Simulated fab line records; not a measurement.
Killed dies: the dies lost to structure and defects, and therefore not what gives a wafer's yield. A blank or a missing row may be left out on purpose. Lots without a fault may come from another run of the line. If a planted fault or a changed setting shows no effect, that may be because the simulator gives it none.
The same fault as seen by 2 desks	flow berkeley cmos170	what lay behind the numbers comes last; until then each desk has only its own

== DESK OF THE TOOL OWNER: litho track-01 ==
The tool's own readings at UCB170_M2_COAT_05 (resist thk 900 nm): means of the sampled wafers that have a number, for each lot that ran on this tool. Any lot whose mean is over 4 standard deviations away from the usual mean is out of limits and marked OUT; that distance is given in the brackets.
Columns: A = resist line temp C at UCB170_M2_COAT_05, usual 23.01 C; B = spin speed rpm at UCB170_M2_COAT_05, usual 1500.1 rpm
lot	first seen here	A	B
L514	day 8 15:43	22.99	1499.4
L520	day 9 15:43	23.03	1500.4
L525	day 11 00:03	22.97	1457.2 (-51) OUT
L527	day 11 01:46	23.04	1458.0 (-50) OUT
This desk finds L525, L527 out of limits, L525 being first, at day 11 00:03 (spin speed rpm at UCB170_M2_COAT_05). L514, L520 stayed within limits.

== AT THE METROLOGY DESK ==
Lot by lot, what the gauges showed, no matter which tool ran the lot: averages of those sampled wafers that carry a number. Any lot whose mean is over 4 standard deviations away from the usual mean is out of limits and marked OUT; that distance is given in the brackets.
Columns: A = cd nm at UCB170_PSD_CD_MEAS_06, usual 1200.0 nm; B = cd nm at UCB170_CONTACT_CD_MEAS_90, usual 699.7 nm; C = V2_BOW at UCB170_V2_BOW_MEAS_03, usual 38 um
lot	first seen here	A	B	C
L514	day 7 21:13	1199.7	698.4	40
L513	day 7 21:29	1200.7	698.2	33
L515	day 8 21:52	1195.7	695.6	41
L520	day 8 22:08	1202.2	701.3	40
L519	day 8 22:13	1199.6	699.6	39
L523	day 9 14:22	1201.2	700.4	37
L525	day 10 06:49	1200.5	700.7	39
L527	day 10 06:52	1200.8	700.1	37
L529	day 10 16:20	1201.1	698.0	34
L528	day 10 16:43	1200.7	700.8	35
L530	day 11 09:31	1198.3	699.0	43
L533	day 11 21:48	1198.8	698.5	33
L531	day 11 21:59	1201.3	699.7	40
L536	day 11 22:17	1199.6	701.4	40
This desk's finding: nothing out of limits on any of the 14 lots.

== BROUGHT TOGETHER ==
The tool owner's desk could have raised an alarm at day 11 00:03, on L525, L527.
The metrology desk saw nothing out of limits.
The metrology desk has L525, L527 on record, within its limits.
All the named lots went through UCB170_M2_COAT_05 on litho track-01.

== WHAT THE SIMULATOR HAD PUT IN ==
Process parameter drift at UCB170_M2_COAT_05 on litho track-01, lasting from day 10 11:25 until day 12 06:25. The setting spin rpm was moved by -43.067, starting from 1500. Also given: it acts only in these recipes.
Struck lots among those shown: L525, L527.
Each desk's first reading out of limits, in hours after the fault started: the tool owner's desk, 13.
